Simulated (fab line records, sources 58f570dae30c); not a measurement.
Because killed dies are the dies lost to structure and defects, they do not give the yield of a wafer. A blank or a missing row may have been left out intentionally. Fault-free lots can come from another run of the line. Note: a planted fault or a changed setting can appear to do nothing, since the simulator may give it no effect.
fab line records ; flow berkeley_cmos170 ; part 2 of 2: steps 26 to 38 of 38
record lots=5; wafers=15; last_day=13
route steps=331 shown CONTACT@228 M1@238 V1@254
lots that met no fault: taken from a fault-free run of the same line
start_h: the number of hours between the record's first day and the start of the first shown wafer of the lot ; wait_h: hours since the lot's step before ; " the same as in the row above ; L1.1+2: a single row standing in for several wafers ; - value missing, or start not given ; * or withheld: withheld ; < > ~ a bound
route shown NAME@n: names a module that has steps shown in the file, with the first one's number in the route ; usual: average and standard deviation across the fault-free wafers ; same: alike in all rows ; chamber/n: place in a boat ; sites: readings site by site ; _std_site: standard deviation of those values ; _edge_site: outer sites' mean less inner sites' ; radius_mm: how far each site lies from the wafer's centre ; mask NAME#n: copy n ; behind: the tool/chamber that last shaped the wafer ; hold: the reason the lot was held/the length of the hold in hours/how it ended ; device: the n, p or np transistor that did not switch ; end of line: tests run on the same wafers once the route is complete ; a step without rows: its recipe alone ; killed: not the wafer's yield, but the dies lost to structure and defects at the first sort ; map: the dies of a wafer, with x for killed, . for not killed, _ for no die there
set.NAME: the setting as run; set.NAME@STEP: as run at that earlier step ; model.NAME: the simulator's own value behind a step, which no gauge read
a table for each step, a row for each wafer; lots at some steps of the route
services: a tool's chamber out of use, with start hour (start_h, from the record's first day; less than 0 if before it), hours out, and reason
## steps
# step UCB170_M1_ANNEAL_14
# recipe temp_c=400; time_s=1200; ambient=forming_gas
# usual spike_tc_centre_C=404.2/1
lot.wafer;tool;chamber;start_h;wait_h;spike_tc_centre_C
L078.2;furnace-03;0;193.93;0.1;405.8
L078.3;furnace-03;0;193.93;0.1;404.6
L078.6;furnace-03;0;193.93;0.1;402.6
L081.1;furnace-03;0;217.89;0.1;404.6
L081.3;furnace-03;0;217.89;0.1;403.9
L081.4;furnace-03;0;217.89;0.1;403.7
L082.2;furnace-03;0;219.23;1.2;404.6
L082.3;furnace-03;0;219.23;1.2;405.6
L082.5;furnace-03;0;219.23;1.2;403.5
L088.2;furnace-03;0;258.82;0.8;403.5
L088.4;furnace-03;0;258.82;0.8;403.0
L088.5;furnace-03;0;258.82;0.8;404.2
L095.1;furnace-03;0;288.01;1.2;405.3
L095.5;furnace-03;0;288.01;1.2;404.2
L095.6;furnace-03;0;288.01;1.2;403.0
# step UCB170_V1_CVD_00
# recipe material=SiO2; target_thk_nm=2000; temp_c=390; precursor=TEOS/O2; time_s=250; rf_w=550; pressure_mtorr=9000
# usual heater_power_w=237/52
lot.wafer;tool;chamber;start_h;wait_h;heater_power_w
L078.2;pecvd-01;0;195.26;0.0;221
L078.3;pecvd-01;2;195.26;0.0;267
L078.6;pecvd-01;2;195.26;0.0;204
L081.1;pecvd-01;1;219.23;0.0;236
L081.3;pecvd-01;0;219.23;0.0;179
L081.4;pecvd-01;0;219.23;0.0;245
L082.2;pecvd-03;2;220.56;0.0;154
L082.3;pecvd-03;0;220.56;0.0;213
L082.5;pecvd-03;1;220.56;0.0;277
L088.2;pecvd-03;1;260.16;0.0;204
L088.4;pecvd-03;1;260.16;0.0;269
L088.5;pecvd-03;0;260.16;0.0;169
L095.1;pecvd-03;1;289.34;0.0;275
L095.5;pecvd-03;2;289.34;0.0;213
L095.6;pecvd-03;1;289.34;0.0;196
# step UCB170_V1_THK_MEAS_01
# recipe reads=SiO2_of_V1_CVD_00
# usual V1_TEOS_THK=2007/25
lot.wafer;tool;chamber;start_h;wait_h;V1_TEOS_THK[nm]
L078.2;film_metro-02;-;195.43;0.1;1981
L078.3;film_metro-02;-;195.43;0.1;1985
L078.6;film_metro-02;-;195.43;0.1;2040
L081.1;film_metro-03;-;219.38;0.1;1982
L081.3;film_metro-03;-;219.38;0.1;1966
L081.4;film_metro-03;-;219.38;0.1;2017
L082.2;film_metro-04;-;220.73;0.1;1982
L082.3;film_metro-04;-;220.73;0.1;1976
L082.5;film_metro-04;-;220.73;0.1;2012
L088.2;film_metro-02;-;260.40;0.2;1980
L088.4;film_metro-02;-;260.40;0.2;2015
L088.5;film_metro-02;-;260.40;0.2;2025
L095.1;film_metro-02;-;289.50;0.1;2007
L095.5;film_metro-02;-;289.50;0.1;2044
L095.6;film_metro-02;-;289.50;0.1;2007
# step UCB170_V1_CMP_02
# recipe material=SiO2; down_force_psi=6; platen_rpm=60; pad_velocity_m_s=0.75398
# usual edge_zone_pressure_frac=1.001/0.0052; motor_current_A=15.5/1.8
lot.wafer;tool;chamber;start_h;wait_h;edge_zone_pressure_frac;motor_current_A
L078.3;cmp-02;0;195.48;0.0;1.009;15.6
L078.2;cmp-02;3;195.48;0.0;1.005;14.6
L078.6;cmp-02;0;195.48;0.0;0.998;16.3
L081.1;cmp-01;0;219.44;0.1;1.007;15.2
L081.4;cmp-01;1;219.44;0.1;1.000;13.6
L081.3;cmp-01;2;219.44;0.1;1.006;14.7
L082.2;cmp-02;0;220.88;0.1;1.000;15.2
L082.3;cmp-02;1;220.88;0.1;1.001;17.1
L082.5;cmp-02;3;220.88;0.1;1.005;14.2
L088.4;cmp-02;3;260.45;0.0;0.980;15.1
L088.2;cmp-02;2;260.45;0.0;1.001;20.6
L088.5;cmp-02;0;260.45;0.0;1.004;15.5
L095.1;cmp-02;2;289.56;0.1;1.010;19.4
L095.5;cmp-02;2;289.56;0.1;1.007;19.0
L095.6;cmp-02;3;289.56;0.1;0.990;15.0
# step UCB170_V1_BOW_MEAS_03
# recipe mode=bow
# usual V1_BOW=19/6.9
lot.wafer;tool;chamber;start_h;wait_h;V1_BOW[um]
L078.2;film_metro-03;-;195.80;0.1;27
L078.3;film_metro-03;-;195.80;0.1;19
L078.6;film_metro-03;-;195.80;0.1;18
L081.1;film_metro-04;-;219.74;0.2;12
L081.3;film_metro-04;-;219.74;0.2;18
L081.4;film_metro-04;-;219.74;0.2;16
L082.2;film_metro-02;-;221.10;0.2;11
L082.3;film_metro-02;-;221.10;0.2;8
L082.5;film_metro-02;-;221.10;0.2;22
L088.2;film_metro-03;-;260.77;0.1;9
L088.4;film_metro-03;-;260.77;0.1;24
L088.5;film_metro-03;-;260.77;0.1;21
L095.1;film_metro-03;-;289.86;0.2;20
L095.5;film_metro-03;-;289.86;0.2;27
L095.6;film_metro-03;-;289.86;0.2;23
# step UCB170_V1_THK_MEAS_04
# recipe reads=SiO2_of_V1_CVD_00
# usual V1_POLISHED_THK=1000.1/1.1
lot.wafer;tool;chamber;start_h;wait_h;V1_POLISHED_THK[nm]
L078.2;film_metro-03;-;195.91;0.1;999.9
L078.3;film_metro-03;-;195.91;0.1;998.8
L078.6;film_metro-03;-;195.91;0.1;1000.2
L081.1;film_metro-04;-;219.86;0.1;999.9
L081.3;film_metro-04;-;219.86;0.1;1000.2
L081.4;film_metro-04;-;219.86;0.1;999.2
L082.2;film_metro-02;-;221.21;0.1;1000.4
L082.3;film_metro-02;-;221.21;0.1;999.8
L082.5;film_metro-02;-;221.21;0.1;998.9
L088.2;film_metro-03;-;260.88;0.1;1003.9
L088.4;film_metro-03;-;260.88;0.1;1001.1
L088.5;film_metro-03;-;260.88;0.1;1001.8
L095.1;film_metro-03;-;289.98;0.1;998.9
L095.5;film_metro-03;-;289.98;0.1;999.3
L095.6;film_metro-03;-;289.98;0.1;998.8
# step UCB170_V1_CLEAN_05
# recipe chemistry=DIW
lot.wafer;tool;chamber;start_h;wait_h
L078.2+3+6;wet_bench-04;2;195.96;0.0
L081.1+3+4;wet_bench-03;2;219.92;0.1
L082.2+3+5;wet_bench-02;0;221.34;0.1
L088.2+4+5;wet_bench-04;3;261.76;0.9
L095.1+5+6;wet_bench-02;2;290.04;0.1
# step UCB170_V1_HMDS_06
# recipe prime_time_s=60; prime_temp_c=100
lot.wafer;tool;chamber;start_h;wait_h
L078.2+3+6;litho_track-03;0;196.16;0.0
L081.1+3+4;litho_track-01;0;220.30;0.0
L082.2+3+5;litho_track-03;0;221.62;0.1
L088.2+4+5;litho_track-03;0;262.07;0.1
L095.1+5+6;litho_track-03;0;290.32;0.1
# step UCB170_V1_COAT_07
# recipe resist=KrF; spin_rpm=1500; resist_thk_nm=900
# usual spin_speed_rpm=1500.1/0.93
lot.wafer;tool;chamber;start_h;wait_h;spin_speed_rpm
L078.2;litho_track-03;0;196.31;0.1;1501.5
L078.3;litho_track-03;0;196.31;0.1;1501.0
L078.6;litho_track-03;0;196.31;0.1;1502.0
L081.1;litho_track-01;0;220.45;0.1;1499.8
L081.3;litho_track-01;0;220.45;0.1;1500.9
L081.4;litho_track-01;0;220.45;0.1;1499.4
L082.2;litho_track-03;0;221.77;0.1;1500.0
L082.3;litho_track-03;0;221.77;0.1;1499.5
L082.5;litho_track-03;0;221.77;0.1;1500.3
L088.2;litho_track-03;0;262.22;0.1;1500.5
L088.4;litho_track-03;0;262.22;0.1;1499.0
L088.5;litho_track-03;0;262.22;0.1;1499.3
L095.1;litho_track-03;0;290.47;0.1;1499.6
L095.5;litho_track-03;0;290.47;0.1;1499.6
L095.6;litho_track-03;0;290.47;0.1;1497.8
# step UCB170_V1_SOFTBAKE_08
# recipe resist=KrF; temp_c=130; time_s=60
lot.wafer;tool;chamber;start_h;wait_h
L078.2+3+6;litho_track-03;0;196.46;0.1
L081.1+3+4;litho_track-01;0;220.60;0.1
L082.2+3+5;litho_track-03;0;221.92;0.1
L088.2+4+5;litho_track-03;0;262.37;0.1
L095.1+5+6;litho_track-03;0;290.62;0.1
# step UCB170_V1_EXPOSE_09
# recipe mask_id=VIA1; target_cd_nm=700; na=0.5; sigma_outer=0.6; source_shape=conventional; dose_mj=36.42
# same sigma_outer=0.6
lot.wafer;tool;chamber;start_h;wait_h;mask
L078.2+3+6;krf_scanner-02;0;196.60;0.1;VIA1#0
L081.1+3+4;krf_scanner-02;0;220.88;0.2;VIA1#0
L082.2+3+5;krf_scanner-02;0;222.06;0.1;VIA1#0
L088.2+4+5;krf_scanner-02;0;262.52;0.1;VIA1#0
L095.1+5+6;krf_scanner-01;0;290.80;0.2;VIA1#0
# step UCB170_V1_PEB_10
# recipe peb_temp_c=130; peb_time_s=withheld; resist=KrF
lot.wafer;tool;chamber;start_h;wait_h
L078.2+3+6;litho_track-03;0;196.72;0.1
L081.1+3+4;litho_track-01;0;221.00;0.1
L082.2+3+5;litho_track-01;0;222.37;0.3
L088.2+4+5;litho_track-01;0;262.86;0.3
L095.1+5+6;litho_track-02;0;291.06;0.2
# step UCB170_V1_DEVELOP_11
# recipe developer=TMAH; develop_time_s=45; resist=KrF; dev_temp_c=21
lot.wafer;tool;chamber;start_h;wait_h
L078.2+3+6;litho_track-03;0;-;-
L081.1+3+4;litho_track-01;0;-;-
L082.2+3+5;litho_track-01;0;-;-
L088.2+4+5;litho_track-01;0;-;-
L095.1+5+6;litho_track-02;0;-;-
## services
tool;chamber;start_h;hours;kind
wet_bench-04;-;170.23;1.9;pm
krf_scanner-02;-;171.09;1.0;pm
krf_scanner-01;-;174.26;0.2;repair
plasma_asher-02;-;180.40;4.5;repair
rie_diel-03;3;185.55;2.7;repair
cmp-02;-;187.53;1.8;repair
rie_diel-02;2;187.66;1.7;repair
rie_diel-04;-;193.38;0.5;repair
pecvd-03;-;200.99;6.0;pm
rie_diel-03;1;207.41;9.7;repair
krf_scanner-02;-;208.25;0.8;pm
pecvd-03;-;217.40;0.3;repair
krf_scanner-01;-;218.20;3.6;pm
rie_diel-03;3;218.94;1.4;repair
cmp-02;-;232.00;4.0;pm
krf_scanner-01;-;235.17;0.6;repair
rie_diel-03;2;240.09;8.8;repair
krf_scanner-02;-;242.83;1.3;pm
krf_scanner-01;-;244.30;1.3;pm
pecvd-03;2;258.94;6.8;repair
rie_diel-03;0;261.13;5.3;repair
rie_diel-03;3;269.35;2.9;repair
rie_diel-01;3;270.27;4.0;repair
krf_scanner-02;-;278.23;4.3;repair
